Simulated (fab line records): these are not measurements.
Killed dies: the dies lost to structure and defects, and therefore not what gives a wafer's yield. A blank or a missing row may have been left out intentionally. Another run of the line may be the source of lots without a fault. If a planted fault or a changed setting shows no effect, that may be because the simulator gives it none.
The tool behind it: which one? || flow rit cmos || 14 lots, 42 wafers sampled, at 2 steps of a route of 202

== WHAT THE GAUGES SHOWED, per wafer ==
RIT_ACTIVE_THK_MEAS_02.
{"lot": "L391", "measured": "day 1 12:34", "on": "film metro-03", "ACTIVE_OXIDE_THK (nm)": "47.6 47.9 48.1"}
{"lot": "L392", "measured": "day 1 20:59", "on": "film metro-01", "ACTIVE_OXIDE_THK (nm)": "46.7 46.4 46.7"}
{"lot": "L394", "measured": "day 2 03:24", "on": "film metro-02", "ACTIVE_OXIDE_THK (nm)": "48.2 48.1 47.3"}
{"lot": "L395", "measured": "day 2 08:38", "on": "film metro-01", "ACTIVE_OXIDE_THK (nm)": "47.4 47.2 47.6"}
{"lot": "L398", "measured": "day 2 23:03", "on": "film metro-01", "ACTIVE_OXIDE_THK (nm)": "51.5 50.6 51.4"}
{"lot": "L400", "measured": "day 3 09:03", "on": "film metro-03", "ACTIVE_OXIDE_THK (nm)": "50.3 49.8 48.9"}
{"lot": "L403", "measured": "day 4 00:51", "on": "film metro-01", "ACTIVE_OXIDE_THK (nm)": "46.7 46.9 46.7"}
{"lot": "L405", "measured": "day 4 11:30", "on": "film metro-01", "ACTIVE_OXIDE_THK (nm)": "46.6 47.2 47.1"}
{"lot": "L406", "measured": "day 4 16:16", "on": "film metro-01", "ACTIVE_OXIDE_THK (nm)": "47.1 47.7 46.8"}
{"lot": "L408", "measured": "day 5 01:07", "on": "film metro-02", "ACTIVE_OXIDE_THK (nm)": "46.7 46.7 47.2"}
{"lot": "L410", "measured": "day 5 11:59", "on": "film metro-02", "ACTIVE_OXIDE_THK (nm)": "46.9 46.8 46.4"}
{"lot": "L411", "measured": "day 5 18:26", "on": "film metro-02", "ACTIVE_OXIDE_THK (nm)": "48.1 48.6 47.9"}
{"lot": "L412", "measured": "day 6 00:23", "on": "film metro-01", "ACTIVE_OXIDE_THK (nm)": "47.7 47.0 46.8"}
{"lot": "L414", "measured": "day 6 07:03", "on": "film metro-03", "ACTIVE_OXIDE_THK (nm)": "46.1 46.6 47.2"}

== TOOL THAT RAN EACH LOT (tool first, then ch and the chambers of the sampled wafers, then the start) ==
{"lot": "L391", "RIT_ACTIVE_OXIDATION_01": "furnace-03 ch 0, day 1 10:38"}
{"lot": "L392", "RIT_ACTIVE_OXIDATION_01": "furnace-03 ch 0, day 1 19:02"}
{"lot": "L394", "RIT_ACTIVE_OXIDATION_01": "furnace-04 ch 0, day 2 01:28"}
{"lot": "L395", "RIT_ACTIVE_OXIDATION_01": "furnace-04 ch 0, day 2 06:41"}
{"lot": "L398", "RIT_ACTIVE_OXIDATION_01": "furnace-04 ch 0, day 2 21:07"}
{"lot": "L400", "RIT_ACTIVE_OXIDATION_01": "furnace-04 ch 0, day 3 07:07"}
{"lot": "L403", "RIT_ACTIVE_OXIDATION_01": "furnace-01 ch 0, day 3 22:55"}
{"lot": "L405", "RIT_ACTIVE_OXIDATION_01": "furnace-03 ch 0, day 4 09:34"}
{"lot": "L406", "RIT_ACTIVE_OXIDATION_01": "furnace-01 ch 0, day 4 14:19"}
{"lot": "L408", "RIT_ACTIVE_OXIDATION_01": "furnace-03 ch 0, day 4 23:10"}
{"lot": "L410", "RIT_ACTIVE_OXIDATION_01": "furnace-01 ch 0, day 5 10:02"}
{"lot": "L411", "RIT_ACTIVE_OXIDATION_01": "furnace-01 ch 0, day 5 16:29"}
{"lot": "L412", "RIT_ACTIVE_OXIDATION_01": "furnace-03 ch 0, day 5 22:26"}
{"lot": "L414", "RIT_ACTIVE_OXIDATION_01": "furnace-03 ch 0, day 6 05:07"}
- RIT_ACTIVE_OXIDATION_01: target thk 46.8 nm, ox time 3360 s.

== AS READ BY THE TOOLS THEMSELVES (means over the sampled wafers that have a number; for cases with no such wafer, the mark the record gives instead) ==
RIT_ACTIVE_OXIDATION_01.
{"lot": "L391", "tool": "furnace-03", "spike tc load C (C)": 1030.3, "tube_center_temp_C_max": 1002.5}
{"lot": "L392", "tool": "furnace-03", "spike tc load C (C)": 1029.1, "tube_center_temp_C_max": 1002.9}
{"lot": "L394", "tool": "furnace-04", "spike tc load C (C)": 1024.6, "tube_center_temp_C_max": 1002.5}
{"lot": "L395", "tool": "furnace-04", "spike tc load C (C)": 1024.8, "tube_center_temp_C_max": 1002.5}
{"lot": "L398", "tool": "furnace-04", "spike tc load C (C)": 1024.3, "tube_center_temp_C_max": 1002.9}
{"lot": "L400", "tool": "furnace-04", "spike tc load C (C)": 1024.6, "tube_center_temp_C_max": 1002.8}
{"lot": "L403", "tool": "furnace-01", "spike tc load C (C)": 1025.7, "tube_center_temp_C_max": 1002.7}
{"lot": "L405", "tool": "furnace-03", "spike tc load C (C)": 1028.5, "tube_center_temp_C_max": 1002.8}
{"lot": "L406", "tool": "furnace-01", "spike tc load C (C)": 1026.9, "tube_center_temp_C_max": 1002.1}
{"lot": "L408", "tool": "furnace-03", "spike tc load C (C)": 1030.1, "tube_center_temp_C_max": 1002.6}
{"lot": "L410", "tool": "furnace-01", "spike tc load C (C)": 1026.9, "tube_center_temp_C_max": 1002.1}
{"lot": "L411", "tool": "furnace-01", "spike tc load C (C)": 1027.5, "tube_center_temp_C_max": 1003.1}
{"lot": "L412", "tool": "furnace-03", "spike tc load C (C)": 1029.8, "tube_center_temp_C_max": 1002.5}
{"lot": "L414", "tool": "furnace-03", "spike tc load C (C)": 1028.9, "tube_center_temp_C_max": 1002.5}

== THE ANSWER, worked out from the rows above alone ==
Rule: usual is defined by the lots themselves. Put in order of their means at a reading, lots are off if they are a third of the lots or fewer, leave a main group of 4 or more, and stand apart from it by a gap of 3 or more times the standard deviation of the main group's means; of several such gaps the widest counts. The tables above print the reading to a certain number of digits; a main group whose means all agree to those digits is not used. A lot without any number at a reading at which 4 lots or more have one is off too. The other lots that the step has rows for count as sound. Order of review: gauges by route order, followed by the tools' own readings, for which a lot's mean as printed above is used. The first step at which some lot is off is used, and at that step the reading that is off furthest; a lot without a number counts as furthest.
Across all readings shown, no lot is off: no conclusion can be drawn from this.

== WHAT THE SIMULATOR HAD PUT IN ==
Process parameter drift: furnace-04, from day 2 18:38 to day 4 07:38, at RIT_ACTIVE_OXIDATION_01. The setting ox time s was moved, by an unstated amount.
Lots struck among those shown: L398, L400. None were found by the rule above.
